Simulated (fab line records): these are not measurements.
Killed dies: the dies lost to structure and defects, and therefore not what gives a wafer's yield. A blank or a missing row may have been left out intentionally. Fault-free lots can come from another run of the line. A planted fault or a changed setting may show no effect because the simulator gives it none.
Problem report, 8D (eight disciplines) form, completed by code / flow berkeley cmos170 / the parts of the form that need people (team, actions taken, sign-off) are left out

## 1. THE PROBLEM
Wafers without a fault read 50.000, standard deviation 0.017; beam energy keV at UCB170_NVT_IMPLANT_07 reads a mean of 48.095 on 6 wafers belonging to 2 lots. So: -99 or more standard deviations from the usual mean.
First seen on wafer L237.1, day 8 17:55, on implanter-01. The record has a number at this step for 18 wafers belonging to 6 lots. The rule behind "out" and "out of limits": a value lying over 4 standard deviations away from the usual mean. The rest of the wafers with a number are treated as sound.

## 2. WHAT IT IS, AND WHAT IT ISN'T
question=which readings at this step | is=beam energy keV | is not=-
question=which lots | is=L237, L238 | is not=L223, L229, L241, L243
question=which wafers of those lots | is=all that have a number | is not=-
question=read on which tools | is=implanter-01 | is not=implanter-03, implanter-04
question=when | is=from day 8 17:55 | is not=up to then (6 sound wafers); but 6 sound wafers of L241, L243 came after

## 3. WHAT RULES OUT EACH SUSPECT
Counting: a tool at any process step up to the reading remains a suspect when it ran all the lots that are out and ran no sound lot after the first of those.
- implanter-01 at UCB170_NVT_IMPLANT_07: kept. It ran every lot that is out, first L237 (day 8 17:55), and no sound lot after that; its last sound lot up to then is L229 (day 7 06:37). Out on those wafers are its own readings of beam energy keV.
The count leaves implanter-01 at UCB170_NVT_IMPLANT_07.

## 4. THE CAUSE (what the simulator had put in)
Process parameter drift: implanter-01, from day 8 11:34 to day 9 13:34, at UCB170_NVT_IMPLANT_07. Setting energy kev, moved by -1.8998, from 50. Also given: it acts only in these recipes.
Counting left only this tool.

## 5. SEQUENCE OF EFFECTS, ordered by route
One row per reading whose mean, taken over the struck wafers that have a number, lies over 3 standard deviations from the usual. Scope: only readings with a usual standard deviation given in the record; hours: median across lots of the time from each lot's start at the first step in this table that gives one to its start at this step; sigmas: change in usual standard deviations.
hours=0; step=UCB170_NVT_IMPLANT_07; reading=beam energy keV; usual=50.000; on struck wafers=48.095; change=-1.905; sigmas=-99 or more
Here are the process steps it includes:
- UCB170_NVT_IMPLANT_07

## 6. HOW IT WOULD HAVE BEEN CAUGHT EARLIER
In this record the first reading out of limits was taken at day 8 17:55, 6 hours after the fault began at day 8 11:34.
